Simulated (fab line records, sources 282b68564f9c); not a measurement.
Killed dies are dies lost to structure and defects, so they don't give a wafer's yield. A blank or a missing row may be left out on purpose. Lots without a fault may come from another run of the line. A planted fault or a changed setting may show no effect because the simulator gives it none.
One fault seen from 2 desks | flow rit_cmos | each desk has only its own numbers; what lay behind them comes last

THE METROLOGY DESK
What the gauges read, lot by lot, whatever tool the lot ran on: means of the sampled wafers that have a number. A lot is out of limits, marked OUT, if its mean lies more than 4 standard deviations from the usual mean; the brackets give that distance.
Columns: A = NWELL_OVL at RIT_NWELL_OVL_MEAS_06, usual 0.8 nm; B = NRETRO_TW at RIT_NRETRO_TW_MEAS_10, usual 1053; C = GATE_POLY_THK at RIT_GATE_THK_MEAS_09, usual 249.0 nm; D = GATE_OVL at RIT_GATE_OVL_MEAS_17, usual -0.9 nm
lot  | first seen here | A    | B    | C                | D
L327 | day 1 22:13     | 0.7  | 1059 | 252.4            | -2.0
L328 | day 2 01:34     | 1.5  | 1052 | 249.4            | 0.5
L331 | day 2 17:49     | 1.0  | 1051 | 249.1            | -0.9
L332 | day 2 22:08     | 1.4  | 1053 | 250.9            | -1.6
L333 | day 3 02:32     | 2.6  | 1061 | 249.8            | -1.4
L334 | day 3 08:02     | 0.6  | 1051 | 250.6            | -0.8
L336 | day 3 18:19     | -1.3 | 1047 | 248.2            | 0.1
L337 | day 3 22:23     | -0.6 | 1051 | 248.3            | 1.3
L340 | day 4 13:27     | 0.5  | 1053 | 247.5            | -1.9
L341 | day 4 19:49     | 1.0  | 1048 | 269.4 (+9.7) OUT | -1.4
L343 | day 5 04:16     | -0.2 | 1057 | 249.5            | -0.3
L349 | day 6 10:54     | 0.4  | 1051 | 249.0            | -0.6
L350 | day 6 15:25     | -0.5 | 1054 | 246.3            | -2.8
This desk's finding: out of limits on L341; first on L341, day 5 10:13 (GATE_POLY_THK at RIT_GATE_THK_MEAS_09). In limits: L327, L328, L331, L332, L333, L334, L336, L337, L340, L343, L349, L350.

THE TOOL OWNER'S DESK: lpcvd-02
The tool's own readings at RIT_GATE_CVD_08 (deposits poly-Si from SiH4, target thk 250 nm, time 2220 s): means of the sampled wafers that have a number, for each lot that ran on this tool. A lot is out of limits, marked OUT, if its mean lies more than 4 standard deviations from the usual mean; the brackets give that distance.
Columns: A = pressure_mtorr at RIT_GATE_CVD_08, usual 300.0 mTorr; B = spike_tc_centre_C at RIT_GATE_CVD_08, usual 612.6 C; C = zone_power_source_pct at RIT_GATE_CVD_08, usual 11.7 %
lot  | first seen here | A               | B     | C
L327 | day 2 10:53     | 300.0           | 611.9 | 10.7
L331 | day 3 07:01     | 299.5           | 613.0 | 12.9
L332 | day 3 11:15     | 300.5           | 613.4 | 12.8
L334 | day 3 21:13     | 299.9           | 611.8 | 10.8
L337 | day 4 11:59     | 300.4           | 614.4 | 12.9
L340 | day 5 03:45     | 299.7           | 612.3 | 10.9
L341 | day 5 08:36     | 358.8 (+98) OUT | 614.8 | 12.9
This desk's finding: out of limits on L341; first on L341, day 5 08:36 (pressure_mtorr at RIT_GATE_CVD_08). In limits: L327, L331, L332, L334, L337, L340.

PUT TOGETHER
The tool owner's desk could have raised an alarm at day 5 08:36, on L341.
The metrology desk could have raised an alarm at day 5 10:13, on L341.
Of the lots named, all ran RIT_GATE_CVD_08 on lpcvd-02.

WHAT THE SIMULATOR HAD PUT IN
Process parameter drift: lpcvd-02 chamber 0, from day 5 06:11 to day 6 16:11, at RIT_GATE_CVD_08. Setting pressure_mtorr, moved by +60, from 300. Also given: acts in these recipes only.
Lots struck among those shown: L341.
Hours from the fault's start to each desk's first reading out of limits: the tool owner's desk, 2; the metrology desk, 4.
